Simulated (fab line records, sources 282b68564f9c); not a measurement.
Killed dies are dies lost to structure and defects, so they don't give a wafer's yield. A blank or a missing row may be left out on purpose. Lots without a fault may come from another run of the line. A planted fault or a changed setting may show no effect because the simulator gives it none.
Split-lot experiment | flow rit_cmos | 5 lots, 23 wafers read, on a route of 202 steps

THE SPLIT
At RIT_CONTACT_DEVELOP_07 (develop time 120 s), the setting develop_time_s was moved away from the recipe's 120 s on 10 of the 23 wafers read, by -14.4% to +6.7%. The other wafers ran this setting at the recipe's value.

FROM THE SPLIT TO THE READING: what the file shows between them, 3 steps
- RIT_CONTACT_CD_MEAS_08: target cd 1000 nm
- RIT_CONTACT_ETCH_11: etches SiO2 in CHF3/CF4/Ar, stops on TiSi2, target depth 480 nm, time 320 s (also split here: time_s)
- RIT_CONTACT_STRIP_12: strips in O2, time 180 s

THE READING
cd_nm, in nm, at RIT_CONTACT_CD_MEAS_90 (target cd 1000 nm). Fault-free wafers of this fab line usually give 1000.1 nm, standard deviation 1.6 nm.

wafer  | tool, chamber at the split | develop_time_s as run, s | against the recipe | cd_nm, nm | against lot-mates on the recipe
L074.1 | litho_track-04, 0          | 128                      | +6.7%              | 1001.5    | +4.5
L074.3 | litho_track-04, 0          | 120                      | recipe             | 996.8     | -
L074.4 | litho_track-04, 0          | 120                      | recipe             | 998.1     | -
L074.5 | litho_track-04, 0          | 120                      | recipe             | 996.1     | -
L074.6 | litho_track-04, 0          | 128                      | +6.7%              | 1005.5    | +8.5
L075.1 | litho_track-04, 0          | 125.6                    | +4.7%              | 1005.0    | +4.3
L075.2 | litho_track-04, 0          | 120                      | recipe             | 998.0     | -
L075.3 | litho_track-04, 0          | 125.6                    | +4.7%              | 1005.0    | +4.3
L075.4 | litho_track-04, 0          | 120                      | recipe             | 1003.4    | -
L075.6 | litho_track-04, 0          | 125.6                    | +4.7%              | 1006.8    | +6.1
L077.1 | litho_track-04, 0          | 102.7                    | -14.4%             | 989.3     | -11.7
L077.2 | litho_track-04, 0          | 120                      | recipe             | 999.3     | -
L077.3 | litho_track-04, 0          | 102.7                    | -14.4%             | 986.5     | -14.5
L077.4 | litho_track-04, 0          | 120                      | recipe             | 1002.6    | -
L077.5 | litho_track-04, 0          | 102.7                    | -14.4%             | 991.0     | -10.0
L080.1 | litho_track-01, 0          | 120                      | recipe             | 1000.8    | -
L080.4 | litho_track-01, 0          | 120                      | recipe             | 1001.5    | -
L080.6 | litho_track-01, 0          | 120                      | recipe             | 999.2     | -
L082.1 | litho_track-01, 0          | 104.1                    | -13.3%             | 988.8     | -12.5
L082.2 | litho_track-01, 0          | 120                      | recipe             | 1001.0    | -
L082.3 | litho_track-01, 0          | 104.1                    | -13.3%             | 990.8     | -10.5
L082.4 | litho_track-01, 0          | 120                      | recipe             | 1002.2    | -
L082.5 | litho_track-01, 0          | 120                      | recipe             | 1000.8    | -

THE FIT
A straight line over all 23 wafers: cd_nm changes by +0.779 nm for each +1% of develop_time_s; r = +0.93; the points scatter about the line by 2.2 nm.
The same after taking each lot's own level away (the mean of its wafers on the recipe; 23 wafers): +0.878 nm for each +1%; r = +0.97; scatter 1.6 nm.
On that fit, the largest move of develop_time_s shifts the reading by 13 nm.
The lots' own levels span 997.00 to 1001.33 nm, that is 2.7 times the standard deviation above.
So the lot-to-lot level changes the slope: the two fits differ.
Check: with one of the wafers moved furthest among these (-14.4%) left out of the fit, the line predicts -12.6 nm for it against its lot-mates. It came out at -11.7 nm against them.

OTHER SPLITS ON THESE WAFERS
These wafers also went through other splits before the reading. Each is held against what the fit with the lots' levels taken away leaves over:
other split on the same wafers | wafers away from the commonest value | r with cd_nm (lot level and that fit taken away)
RIT_PSD_SOFTBAKE_02 temp_c     | 5                                    | +0.37
RIT_SILICIDE_SPUTTER_01 time_s | 10                                   | +0.01
RIT_CONTACT_ETCH_11 time_s     | 10                                   | +0.46

THE WHOLE CHAIN: every reading that the file lists as answering this split, in the file's order
step                   | what it does                                                                | reading                                                        | change (the file's fit)               | r (the file's)
RIT_CONTACT_CD_MEAS_08 | target cd 1000 nm                                                           | cd_nm                                                          | +0.875 nm for each +1% of the setting | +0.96
RIT_CONTACT_ETCH_11    | etches SiO2 in CHF3/CF4/Ar, stops on TiSi2, target depth 480 nm, time 320 s | CONTACT.cd_nm (the simulator's own value, which no gauge read) | +0.876 nm for each +1% of the setting | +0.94
RIT_CONTACT_CD_MEAS_90 | target cd 1000 nm                                                           | cd_nm                                                          | +0.874 nm for each +1% of the setting | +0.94

THE FILE'S OWN FIT
cd_nm changes by +0.874 nm for each +1% of develop_time_s, r = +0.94.
